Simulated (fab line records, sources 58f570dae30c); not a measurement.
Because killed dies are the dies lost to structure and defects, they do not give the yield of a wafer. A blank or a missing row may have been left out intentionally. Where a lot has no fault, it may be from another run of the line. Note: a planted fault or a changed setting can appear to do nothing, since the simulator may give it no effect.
Lot-split experiment / flow berkeleyCmos170 / route with 331 steps; 5 lots, 23 wafers read

## SPLIT DETAILS
At UCB170_ZERO_COAT_01 (resist thk 900 nm), the setting spinRpm was moved away from the recipe's 1500 rpm on 8 of the 23 wafers read, by -6.6% to +4.2%. This setting was run at the recipe's value on the other wafers.

Reading taken at the split's own step.

## THE READING
KrF_of_ZERO_COAT_01.thkNm (the simulator's own value, which no gauge read), in nm, at UCB170_ZERO_COAT_01 (resist thk 900 nm). There is no usual value for it anywhere in the file. Average 898.5 nm, standard deviation 2.7 nm, over the 15 wafers here run with the recipe.

wafer=L074.1; tool, chamber at the split=lithoTrack-01, 0; spinRpm as run, rpm=1500; against the recipe=recipe; KrF_of_ZERO_COAT_01.thkNm, nm=901.3; against lot-mates on the recipe=-
wafer=L074.2; tool, chamber at the split=lithoTrack-01, 0; spinRpm as run, rpm=1500; against the recipe=recipe; KrF_of_ZERO_COAT_01.thkNm, nm=902.4; against lot-mates on the recipe=-
wafer=L074.3; tool, chamber at the split=lithoTrack-01, 0; spinRpm as run, rpm=1500; against the recipe=recipe; KrF_of_ZERO_COAT_01.thkNm, nm=899.6; against lot-mates on the recipe=-
wafer=L074.4; tool, chamber at the split=lithoTrack-01, 0; spinRpm as run, rpm=1500; against the recipe=recipe; KrF_of_ZERO_COAT_01.thkNm, nm=900; against lot-mates on the recipe=-
wafer=L074.6; tool, chamber at the split=lithoTrack-01, 0; spinRpm as run, rpm=1500; against the recipe=recipe; KrF_of_ZERO_COAT_01.thkNm, nm=901.5; against lot-mates on the recipe=-
wafer=L076.1; tool, chamber at the split=lithoTrack-04, 0; spinRpm as run, rpm=1500; against the recipe=recipe; KrF_of_ZERO_COAT_01.thkNm, nm=899.1; against lot-mates on the recipe=-
wafer=L076.3; tool, chamber at the split=lithoTrack-04, 0; spinRpm as run, rpm=1500; against the recipe=recipe; KrF_of_ZERO_COAT_01.thkNm, nm=897.3; against lot-mates on the recipe=-
wafer=L076.4; tool, chamber at the split=lithoTrack-04, 0; spinRpm as run, rpm=1468; against the recipe=-2.1%; KrF_of_ZERO_COAT_01.thkNm, nm=906.7; against lot-mates on the recipe=+8.5
wafer=L076.5; tool, chamber at the split=lithoTrack-04, 0; spinRpm as run, rpm=1468; against the recipe=-2.1%; KrF_of_ZERO_COAT_01.thkNm, nm=908.9; against lot-mates on the recipe=+10.7
wafer=L076.6; tool, chamber at the split=lithoTrack-04, 0; spinRpm as run, rpm=1468; against the recipe=-2.1%; KrF_of_ZERO_COAT_01.thkNm, nm=906.9; against lot-mates on the recipe=+8.7
wafer=L082.1; tool, chamber at the split=lithoTrack-03, 0; spinRpm as run, rpm=1500; against the recipe=recipe; KrF_of_ZERO_COAT_01.thkNm, nm=894.7; against lot-mates on the recipe=-
wafer=L082.3; tool, chamber at the split=lithoTrack-03, 0; spinRpm as run, rpm=1500; against the recipe=recipe; KrF_of_ZERO_COAT_01.thkNm, nm=894.3; against lot-mates on the recipe=-
wafer=L082.4; tool, chamber at the split=lithoTrack-03, 0; spinRpm as run, rpm=1500; against the recipe=recipe; KrF_of_ZERO_COAT_01.thkNm, nm=895.6; against lot-mates on the recipe=-
wafer=L083.1; tool, chamber at the split=lithoTrack-04, 0; spinRpm as run, rpm=1500; against the recipe=recipe; KrF_of_ZERO_COAT_01.thkNm, nm=897.3; against lot-mates on the recipe=-
wafer=L083.2; tool, chamber at the split=lithoTrack-04, 0; spinRpm as run, rpm=1563; against the recipe=+4.2%; KrF_of_ZERO_COAT_01.thkNm, nm=878; against lot-mates on the recipe=-17.7
wafer=L083.4; tool, chamber at the split=lithoTrack-04, 0; spinRpm as run, rpm=1563; against the recipe=+4.2%; KrF_of_ZERO_COAT_01.thkNm, nm=878.4; against lot-mates on the recipe=-17.3
wafer=L083.5; tool, chamber at the split=lithoTrack-04, 0; spinRpm as run, rpm=1500; against the recipe=recipe; KrF_of_ZERO_COAT_01.thkNm, nm=894.1; against lot-mates on the recipe=-
wafer=L083.6; tool, chamber at the split=lithoTrack-04, 0; spinRpm as run, rpm=1563; against the recipe=+4.2%; KrF_of_ZERO_COAT_01.thkNm, nm=879.3; against lot-mates on the recipe=-16.4
wafer=L084.1; tool, chamber at the split=lithoTrack-04, 0; spinRpm as run, rpm=1500; against the recipe=recipe; KrF_of_ZERO_COAT_01.thkNm, nm=898.4; against lot-mates on the recipe=-
wafer=L084.2; tool, chamber at the split=lithoTrack-04, 0; spinRpm as run, rpm=1401; against the recipe=-6.6%; KrF_of_ZERO_COAT_01.thkNm, nm=931.4; against lot-mates on the recipe=+31.5
wafer=L084.3; tool, chamber at the split=lithoTrack-04, 0; spinRpm as run, rpm=1500; against the recipe=recipe; KrF_of_ZERO_COAT_01.thkNm, nm=901.5; against lot-mates on the recipe=-
wafer=L084.4; tool, chamber at the split=lithoTrack-04, 0; spinRpm as run, rpm=1401; against the recipe=-6.6%; KrF_of_ZERO_COAT_01.thkNm, nm=930.9; against lot-mates on the recipe=+31.0
wafer=L084.5; tool, chamber at the split=lithoTrack-04, 0; spinRpm as run, rpm=1500; against the recipe=recipe; KrF_of_ZERO_COAT_01.thkNm, nm=899.8; against lot-mates on the recipe=-

FIT RESULTS
A straight line over all 23 wafers: KrF_of_ZERO_COAT_01.thkNm changes by -4.82 nm for each +1% of spinRpm; r = -0.98; the points scatter about the line by 2.4 nm.
The same after taking each lot's own level away (the mean of its wafers on the recipe; 23 wafers): -4.46 nm for each +1%; r = -0.99; scatter 1.3 nm.
That fit puts the effect of the largest move of spinRpm on the reading at 29 nm.
Measured against the standard deviation above, the lots' own levels, which go from 894.87 to 900.96 nm, span 2.3 times it.
So the lot-to-lot level changes the slope little: the two slopes agree.
Check: with one of the wafers moved furthest among these (-6.6%) left out of the fit, the line predicts +29 nm for it against its lot-mates. Against them it came out at +31.5 nm.

## THE WHOLE CHAIN: every reading that the file lists as answering this split, in the file's order
step=UCB170_ZERO_COAT_01; what it does=resist thk 900 nm; reading=KrF_of_ZERO_COAT_01.thkNm (the simulator's own value, which no gauge read); change (the file's fit)=-4.53 nm for each +1% of the setting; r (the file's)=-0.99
step=UCB170_ZERO_STRIP_07; what it does=strips in O2; reading=stripTimeToEndpointS; change (the file's fit)=withheld for each +1% of the setting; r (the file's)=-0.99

## THE FILE'S OWN FIT
KrF_of_ZERO_COAT_01.thkNm changes by -4.53 nm for each +1% of spinRpm, r = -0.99.
